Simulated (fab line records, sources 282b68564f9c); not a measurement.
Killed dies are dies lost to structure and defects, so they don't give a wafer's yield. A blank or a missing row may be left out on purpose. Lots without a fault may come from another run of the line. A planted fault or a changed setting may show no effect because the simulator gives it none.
Which tool did it? | flow rit_cmos | 7 lots, 21 wafers sampled, at 2 steps of a route of 202

WHAT THE GAUGES READ, wafer by wafer
RIT_ACTIVE_THK_MEAS_04.
lot  | measured    | on            | ACTIVE_NITRIDE_THK (nm)
L462 | day 2 01:28 | film_metro-01 | 153.4 151.8 152.9
L466 | day 2 20:34 | film_metro-01 | 149.2 149.5 150.0
L468 | day 3 07:19 | film_metro-04 | 299.4 298.1 297.6
L470 | day 3 16:25 | film_metro-03 | 147.7 150.2 149.3
L475 | day 4 18:24 | film_metro-04 | 149.9 149.3 148.1
L480 | day 5 18:06 | film_metro-01 | 152.1 151.1 151.4
L482 | day 6 03:32 | film_metro-03 | 150.6 150.4 150.7

WHICH TOOL RAN EACH LOT (tool, then ch and the chambers of the sampled wafers, then the start)
lot  | RIT_ACTIVE_CVD_03
L462 | lpcvd-01 ch 1, day 2 00:01
L466 | lpcvd-01 ch 1, day 2 19:08
L468 | lpcvd-01 ch 0, day 3 04:19
L470 | lpcvd-02 ch 1, day 3 14:59
L475 | lpcvd-01 ch 0, day 4 16:58
L480 | lpcvd-02 ch 1, day 5 16:40
L482 | lpcvd-01 ch 1, day 6 02:07
- RIT_ACTIVE_CVD_03: deposits Si3N4 from SiH2Cl2/NH3, target thk 150 nm, time 1500 s.

THE ANSWER, worked out from the rows above alone
Rule: what is usual is taken from the lots themselves. Put in order of their means at a reading, lots are off if they are a third of the lots or fewer, leave a main group of 4 or more, and stand apart from it by a gap of 3 or more times the standard deviation of the main group's means; of several such gaps the widest counts. A main group whose means are all the same, to the digits that the tables above print for the reading, isn't used. A lot without any number at a reading at which 4 lots or more have one is off too. The other lots that the step has rows for count as sound.
Off: L468, at RIT_ACTIVE_THK_MEAS_04 (ACTIVE_NITRIDE_THK). The main group: mean 150.4 nm, standard deviation 1.3.
A tool fits if, at a process step before that reading, it ran every lot that is off, and no sound lot after the first of them. The gauges at RIT_ACTIVE_THK_MEAS_04 are tried like those tools. None of those tried fits.

WHAT THE SIMULATOR HAD PUT IN
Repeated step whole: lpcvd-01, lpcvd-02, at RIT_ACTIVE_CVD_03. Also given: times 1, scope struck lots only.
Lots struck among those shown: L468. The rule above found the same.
